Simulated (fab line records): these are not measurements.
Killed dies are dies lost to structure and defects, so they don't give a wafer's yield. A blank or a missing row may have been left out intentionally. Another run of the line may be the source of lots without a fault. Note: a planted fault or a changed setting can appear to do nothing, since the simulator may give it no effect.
Check for tools in common | flow berkeley-cmos170 | 14 lots and 42 wafers in the sample

REASON IT WAS OPENED
Of 14 lots, 2 have the reading PFIELD_TW flagged at UCB170_PFIELD_TW_MEAS_09. Fault-free wafers read 610, with a standard deviation of 6.5.
Rule: a lot is flagged when every wafer of it that has a number lies more than 4 standard deviations from that mean, or none has a number. As for the other lots, they are considered sound.

lot  | measured    | on            | PFIELD_TW, wafer by wafer | flag
L326 | day 5 01:07 | film-metro-04 | 602 603 600               |
L328 | day 5 13:33 | film-metro-04 | 602 602 601               |
L329 | day 5 13:49 | film-metro-02 | 614 609 612               |
L327 | day 5 13:51 | film-metro-02 | 615 614 610               |
L330 | day 5 14:32 | film-metro-02 | 682 682 686               | FLAGGED
L333 | day 6 15:58 | film-metro-04 | 673 669 671               | FLAGGED
L335 | day 7 07:13 | film-metro-02 | 613 609 610               |
L340 | day 8 00:13 | film-metro-02 | 610 613 614               |
L344 | day 8 14:11 | film-metro-01 | 611 614 611               |
L343 | day 8 14:17 | film-metro-04 | 598 602 603               |
L347 | day 9 08:50 | film-metro-02 | 621 618 618               |
L346 | day 9 09:03 | film-metro-02 | 617 618 618               |
L345 | day 9 09:12 | film-metro-02 | 615 615 616               |
L348 | day 9 17:50 | film-metro-04 | 598 595 598               |
The mean of the flagged lots' numbers is 677, +67 from the usual (+10 standard deviations).

WHICH TOOL RAN EACH LOT
The record holds 2 process steps before the reading, out of a route of 331 steps. In each cell: the tool, then ch and the chambers that the sampled wafers went through, then the start.
lot  | flag    | UCB170_PWELL_ETCH_14              | UCB170_PFIELD_IMPLANT_07
L326 |         | rie-diel-03 ch 0,2,3, day 3 04:04 | implanter-02 ch 0, day 5 00:53
L328 |         | rie-diel-04 ch 0,1,3, day 3 19:52 | implanter-03 ch 0, day 5 13:18
L329 |         | rie-diel-02 ch 1,2, day 3 20:19   | implanter-03 ch 0, day 5 13:35
L327 |         | rie-diel-03 ch 0,3, day 3 20:03   | implanter-04 ch 0, day 5 13:34
L330 | FLAGGED | rie-diel-04 ch 0,1, day 4 03:59   | implanter-03 ch 0, day 5 14:19
L333 | FLAGGED | rie-diel-02 ch 1,2, day 5 00:35   | implanter-03 ch 0, day 6 15:44
L335 |         | rie-diel-03 ch 0,3, day 5 12:49   | implanter-04 ch 0, day 7 07:01
L340 |         | rie-diel-02 ch 1,2,3, day 6 09:02 | implanter-04 ch 0, day 7 23:59
L344 |         | rie-diel-04 ch 0,1,3, day 7 02:41 | implanter-04 ch 0, day 8 13:56
L343 |         | rie-diel-03 ch 1,2,3, day 7 02:22 | implanter-02 ch 0, day 8 14:02
L347 |         | rie-diel-02 ch 0,3, day 7 17:58   | implanter-02 ch 0, day 9 08:35
L346 |         | rie-diel-04 ch 0,2,3, day 7 17:53 | implanter-04 ch 0, day 9 08:50
L345 |         | rie-diel-02 ch 0,3, day 7 17:41   | implanter-02 ch 0, day 9 08:58
L348 |         | rie-diel-03 ch 0,2, day 8 05:02   | implanter-03 ch 0, day 9 17:35
What is done by these steps:
- UCB170_PWELL_ETCH_14: etches Si3N4 in CH3F/Ar/O2, stops on SiO2, target depth 242 nm, time 151 s.
- UCB170_PFIELD_IMPLANT_07
- UCB170_PFIELD_TW_MEAS_09

FLAGGED OVER TOTAL, TOOL BY TOOL (the gauges that took the reading come last)
step                     | tool          | lots run | flagged | share of the flagged lots | sound lots run after its first flagged lot
UCB170_PWELL_ETCH_14     | rie-diel-02   | 5        | 1       | some                      | 3 (L340,L345,L347)
UCB170_PWELL_ETCH_14     | rie-diel-03   | 5        | 0       | none                      | -
UCB170_PWELL_ETCH_14     | rie-diel-04   | 4        | 1       | some                      | 2 (L344,L346)
UCB170_PFIELD_IMPLANT_07 | implanter-02  | 4        | 0       | none                      | -
UCB170_PFIELD_IMPLANT_07 | implanter-03  | 5        | 2       | all                       | 1 (L348)
UCB170_PFIELD_IMPLANT_07 | implanter-04  | 5        | 0       | none                      | -
UCB170_PFIELD_TW_MEAS_09 | film-metro-01 | 1        | 0       | none                      | -
UCB170_PFIELD_TW_MEAS_09 | film-metro-02 | 8        | 1       | some                      | 5 (L335,L340,L347,L346,L345)
UCB170_PFIELD_TW_MEAS_09 | film-metro-04 | 5        | 1       | some                      | 2 (L343,L348)

WHAT IS ALLOWED BY THE TABLE
Rows of the table that ran each flagged lot: 1, that is implanter-03 at UCB170_PFIELD_IMPLANT_07.
- implanter-03 at UCB170_PFIELD_IMPLANT_07: 2 of its 5 lots flagged. Sound lots ran on it after the first flagged one (L348), which a lasting fault on the whole tool wouldn't allow. Its own readings lie more than 4 standard deviations out on every wafer of the flagged lots: dose-ions-cm2, faraday-current-uA.
There is no row in the table that ran each flagged lot and no sound lot after the first.

WHAT WAS PUT IN BY THE SIMULATOR
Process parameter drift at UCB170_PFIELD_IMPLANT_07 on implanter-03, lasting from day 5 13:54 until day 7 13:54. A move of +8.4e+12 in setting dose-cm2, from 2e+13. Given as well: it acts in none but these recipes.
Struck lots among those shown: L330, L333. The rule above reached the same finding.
